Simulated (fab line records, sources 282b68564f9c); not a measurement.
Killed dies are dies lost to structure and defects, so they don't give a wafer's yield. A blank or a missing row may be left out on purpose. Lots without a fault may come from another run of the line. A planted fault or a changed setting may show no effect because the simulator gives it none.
Which tool did it? | flow rit_cmos | 14 lots, 42 wafers sampled, at 5 steps of a route of 202

WHAT THE GAUGES READ, wafer by wafer
RIT_PSD_OVL_MEAS_06. Usual: PSD_OVL 0.8 nm, standard deviation 1.8.
lot  | measured    | on         | PSD_OVL (nm)   | flag
L201 | day 3 05:43 | overlay-02 | -1.2 -0.4 -2.5 |
L202 | day 3 13:03 | overlay-02 | -1.3 -0.9 -1.0 |
L203 | day 3 17:27 | overlay-01 | 0.8 0.8 -0.5   |
L204 | day 3 22:34 | overlay-02 | 2.0 2.7 3.8    |
L205 | day 4 05:42 | overlay-02 | 1.1 2.0 1.3    |
L207 | day 4 11:59 | overlay-01 | -0.9 -0.3 0.2  |
L209 | day 4 21:17 | overlay-02 | -1.8 -0.2 0.0  |
L211 | day 5 05:19 | overlay-01 | 2.1 1.9 2.3    |
L215 | day 6 03:07 | overlay-01 | 0.3 2.9 1.8    |
L216 | day 6 07:14 | overlay-02 | 2.5 2.9 2.7    |
L217 | day 6 09:16 | overlay-01 | -2.9 -1.2 -0.7 |
L219 | day 6 23:03 | overlay-01 | 3.1 3.3 2.8    |
L223 | day 7 15:54 | overlay-01 | 2.5 2.0 1.7    |
L224 | day 8 02:37 | overlay-02 | -1.4 0.1 0.2   |

RIT_CONTACT_THK_MEAS_01. Usual: CONTACT_TEOS_THK 402 nm, standard deviation 5.1.
lot  | measured    | on            | CONTACT_TEOS_THK (nm)   | flag
L201 | day 3 07:45 | film_metro-04 | 403 395 405             |
L202 | day 3 15:10 | film_metro-02 | 408 396 406             |
L203 | day 3 19:37 | film_metro-02 | 396 399 408             |
L204 | day 4 00:38 | film_metro-01 | 404 407 406             |
L205 | day 4 07:45 | film_metro-01 | 404 410 405             |
L207 | day 4 14:04 | film_metro-01 | 401 392 401             |
L209 | day 4 23:19 | film_metro-04 | 406 398 402             |
L211 | day 5 07:22 | film_metro-04 | 401 395 396             |
L215 | day 6 05:10 | film_metro-01 | 394 397 398             |
L216 | day 6 09:18 | film_metro-04 | 403 307 409 402 307 409 | OFF
L217 | day 6 11:31 | film_metro-02 | 402 398 409             |
L219 | day 7 01:07 | film_metro-04 | 301 396 309 301 396 310 | OFF
L223 | day 7 17:57 | film_metro-04 | 399 410 406             |
L224 | day 8 04:45 | film_metro-02 | 403 406 407             |

RIT_M1_THK_MEAS_02: measures by xrf. Usual: M1_AL_THK 397 nm, standard deviation 4.5.
lot  | measured    | on            | M1_AL_THK (nm) | flag
L201 | day 3 10:20 | film_metro-02 | 393 395 399    |
L202 | day 3 18:11 | film_metro-02 | 402 398 398    |
L203 | day 3 22:14 | film_metro-03 | 399 397 395    |
L204 | day 4 03:23 | film_metro-02 | 389 394 392    |
L205 | day 4 10:21 | film_metro-03 | 396 397 398    |
L207 | day 4 16:48 | film_metro-03 | 395 400 396    |
L209 | day 5 02:13 | film_metro-02 | 398 392 397    |
L211 | day 5 10:04 | film_metro-03 | 397 388 391    |
L215 | day 6 07:55 | film_metro-02 | 402 403 397    |
L216 | day 6 13:37 | film_metro-02 | 404 404 400    |
L217 | day 6 14:06 | film_metro-01 | 393 385 396    |
L219 | day 7 08:30 | film_metro-02 | 394 406 403    |
L223 | day 7 20:51 | film_metro-03 | 398 390 398    |
L224 | day 8 07:46 | film_metro-01 | 401 399 399    |

WHICH TOOL RAN EACH LOT (tool, then ch and the chambers of the sampled wafers, then the start)
lot  | RIT_PSD_STRIP_09                    | RIT_CONTACT_CVD_00
L201 | plasma_asher-02 ch 0,1, day 3 06:02 | pecvd-04 ch 0,1,2, day 3 07:41
L202 | plasma_asher-02 ch 0,1, day 3 13:23 | pecvd-02 ch 0,1,2, day 3 15:07
L203 | plasma_asher-01 ch 0,1, day 3 17:47 | pecvd-03 ch 1,2, day 3 19:34
L204 | plasma_asher-02 ch 0,1, day 3 22:54 | pecvd-04 ch 0,1,2, day 4 00:35
L205 | plasma_asher-02 ch 0,1, day 4 06:02 | pecvd-02 ch 0,2, day 4 07:42
L207 | plasma_asher-04 ch 0,1, day 4 12:19 | pecvd-04 ch 0,1, day 4 14:01
L209 | plasma_asher-02 ch 0,1, day 4 21:37 | pecvd-03 ch 0,2, day 4 23:16
L211 | plasma_asher-04 ch 0,1, day 5 05:38 | pecvd-02 ch 0,1, day 5 07:18
L215 | plasma_asher-02 ch 1, day 6 03:26   | pecvd-03 ch 0,1, day 6 05:06
L216 | plasma_asher-01 ch 0,1, day 6 07:35 | pecvd-04 ch 0,1, day 6 09:15
L217 | plasma_asher-02 ch 0,1, day 6 09:48 | pecvd-02 ch 0,2, day 6 11:27
L219 | plasma_asher-04 ch 0, day 6 23:23   | pecvd-04 ch 0,1, day 7 01:04
L223 | plasma_asher-02 ch 1, day 7 16:14   | pecvd-02 ch 0,1, day 7 17:53
L224 | plasma_asher-04 ch 0,1, day 8 02:56 | pecvd-03 ch 0,2, day 8 04:42
- RIT_PSD_STRIP_09: strips in O2, time 180 s.
- RIT_CONTACT_CVD_00: deposits SiO2 from TEOS, target thk 400 nm, time 61 s.

WHAT THE TOOLS THEMSELVES READ (means of the sampled wafers that have a number; where no wafer has one, the mark that the record gives instead)
RIT_PSD_STRIP_09. Usual: drypump_motor_current_A 5.4 A, standard deviation 0.42.
lot  | tool            | drypump_motor_current_A (A) | flag
L201 | plasma_asher-02 | 5.1                         |
L202 | plasma_asher-02 | 5.2                         |
L203 | plasma_asher-01 | 5.1                         |
L204 | plasma_asher-02 | 5.2                         |
L205 | plasma_asher-02 | 5.2                         |
L207 | plasma_asher-04 | 5.8                         |
L209 | plasma_asher-02 | 5.2                         |
L211 | plasma_asher-04 | 5.6                         |
L215 | plasma_asher-02 | 5.2                         |
L216 | plasma_asher-01 | 5.1                         |
L217 | plasma_asher-02 | 5.3                         |
L219 | plasma_asher-04 | 5.3                         |
L223 | plasma_asher-02 | 5.1                         |
L224 | plasma_asher-04 | 5.8                         |

RIT_CONTACT_CVD_00. Usual: heater_power_w 313 W, standard deviation 55; run_length_s 88.6 s, standard deviation 0.52.
lot  | tool     | heater_power_w (W) | run_length_s (s) | flag
L201 | pecvd-04 | 314                | 88.5             |
L202 | pecvd-02 | 330                | 88.2             |
L203 | pecvd-03 | 250                | 89.2             |
L204 | pecvd-04 | 311                | 88.3             |
L205 | pecvd-02 | 375                | 88.2             |
L207 | pecvd-04 | 270                | 88.9             |
L209 | pecvd-03 | 322                | 89.3             |
L211 | pecvd-02 | 313                | 88.2             |
L215 | pecvd-03 | 289                | 89.0             |
L216 | pecvd-04 | 330                | 84.2             | OFF
L217 | pecvd-02 | 332                | 88.0             |
L219 | pecvd-04 | 286                | 80.0             | OFF
L223 | pecvd-02 | 336                | 88.4             |
L224 | pecvd-03 | 307                | 88.9             |

THE ANSWER, worked out from the rows above alone
Rule: a lot is off if the mean of its wafers that have a number lies more than 3 standard deviations from the usual mean. A lot without any number at a reading at which 4 lots or more have one is off too. The other lots that the step has rows for count as sound. The gauges are gone through in route order, then the tools' own readings, and for those a lot's mean is taken as printed above. The first step at which some lot is off is used, and at that step the reading that is off furthest; a lot without a number counts as furthest.
Off: L216, L219, at RIT_CONTACT_THK_MEAS_01 (CONTACT_TEOS_THK).
A tool fits if, at a process step before that reading, it ran every lot that is off, and no sound lot after the first of them. The gauges at RIT_CONTACT_THK_MEAS_01 aren't tried: what is off there is off at RIT_CONTACT_CVD_00 too, on other tools, and a gauge's error can't cause that. One fits: pecvd-04 at RIT_CONTACT_CVD_00. Its last sound lot is L207 (day 4 14:01), its first lot that is off L216 (day 6 09:15): a fault that began between those two fits.
The tool's own readings at RIT_CONTACT_CVD_00 bear it out: on the lots that are off they differ by more than 5 times the standard deviation of the sound lots' means. run_length_s reads 82.1 s there against 88.6 s on the sound lots.

WHAT THE SIMULATOR HAD PUT IN
Process parameter drift: pecvd-04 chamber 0, from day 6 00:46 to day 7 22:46, at RIT_CONTACT_CVD_00. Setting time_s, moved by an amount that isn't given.
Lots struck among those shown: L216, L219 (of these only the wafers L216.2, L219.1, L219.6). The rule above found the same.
